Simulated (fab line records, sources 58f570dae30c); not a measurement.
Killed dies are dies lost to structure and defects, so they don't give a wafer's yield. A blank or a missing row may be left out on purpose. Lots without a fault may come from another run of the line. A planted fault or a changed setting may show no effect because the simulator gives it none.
Problem report in the 8D (eight disciplines) form, filled by code | flow berkeley_cmos170 | the parts of the form that need people (team, actions taken, sign-off) are left out

1. THE PROBLEM
NSD_RS at UCB170_SDANNEAL_RS_MEAS_03 reads a mean of 35.94 ohm/sq on 6 wafers of 2 lots; wafers without a fault read 37.28 ohm/sq with a standard deviation of 0.1. That is -13 standard deviations from the usual mean.
The step: measures by four-point-probe.
First seen on wafer L806.1, day 10 06:39, on film_metro-02. The record holds 39 wafers of 13 lots with a number at this step. Rule for "out", or "out of limits": more than 4 standard deviations from the usual mean. The other wafers with a number count as sound.

2. WHAT IT IS AND WHAT IT IS NOT
question                    | is                     | is not
which readings at this step | NSD_RS                 | -
which lots                  | L806, L809             | L792, L793, L794, L795, L796, L797, L798, L799, L800, L813, L815
which wafers of those lots  | all that have a number | -
read on which gauges        | film_metro-02          | film_metro-01, film_metro-04
when                        | from day 10 06:39      | up to then (27 sound wafers); but 6 sound wafers of L813, L815 came after

3. SUSPECTS, AND WHAT RULES EACH OUT
Counting: a tool at a process step up to the reading stays a suspect if it ran every lot that is out and no sound lot after the first of them.
- the gauge at UCB170_SDANNEAL_RS_MEAS_03: ruled out. All the wafers that are out were read on film_metro-02, but those of them that UCB170_NSD_IMPLANT_08 has rows for are out there too, on other tools.
- implanter-03 at UCB170_NSD_IMPLANT_08: kept. It ran every lot that is out, first L806 (day 10 04:33), and no sound lot after that; its last sound lot up to then is L798 (day 8 06:01). Its own readings are out on those wafers: dose_ions_cm2.
Left after counting: implanter-03 at UCB170_NSD_IMPLANT_08.

4. THE CAUSE (what the simulator had put in)
Process parameter drift: implanter-03, from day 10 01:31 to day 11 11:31, at UCB170_NSD_IMPLANT_08. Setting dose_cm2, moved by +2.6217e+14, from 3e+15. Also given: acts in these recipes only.
Counting left only this tool.

5. THE CHAIN OF EFFECTS, in route order
Each row: a reading whose mean over the struck wafers that have a number lies more than 3 standard deviations from the usual. Only readings for which the record gives a usual standard deviation are gone through. hours: the time from each lot's start at the first step in this table that gives one to its start at this step, as a median over the lots. sigmas: the change in usual standard deviations.
hours | step                       | reading                  | usual        | on struck wafers | change      | sigmas
0     | UCB170_NSD_IMPLANT_08      | dose_ions_cm2            | 2.9994e+15   | 3.2607e+15       | +2.6133e+14 | +99 or more
0     | UCB170_NSD_IMPLANT_08      | faraday_current_uA       | 9260         | 10091            | +831        | +4.6
0     | UCB170_NSD_STRIP_09        | strip_time_to_endpoint_s | 35.82 s      | 36.58            | +0.76       | +9.3
2     | UCB170_SDANNEAL_RS_MEAS_03 | NSD_RS                   | 37.28 ohm/sq | 35.94            | -1.34       | -13
The process steps in it:
- UCB170_NSD_IMPLANT_08
- UCB170_NSD_STRIP_09: strips in O2.
Later measuring or inspecting steps at which every struck wafer that the step has a row for has a number for every such reading, and none has moved that far: UCB170_SDANNEAL_RS_MEAS_05.

6. WHAT WOULD HAVE CAUGHT IT SOONER
In this record the first reading out of limits at a measuring or inspecting step was taken at day 10 06:39, 5 hours after the fault began at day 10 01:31.
The tool's own readings at UCB170_NSD_IMPLANT_08 were out on every struck wafer that the step has a row for (dose_ions_cm2): an alarm limit on them would have fired on the first of those.
Of the lots that are out (2), L809 began UCB170_NSD_IMPLANT_08 on implanter-03 after day 10 06:39. A hold on the tool at that time would have spared it.
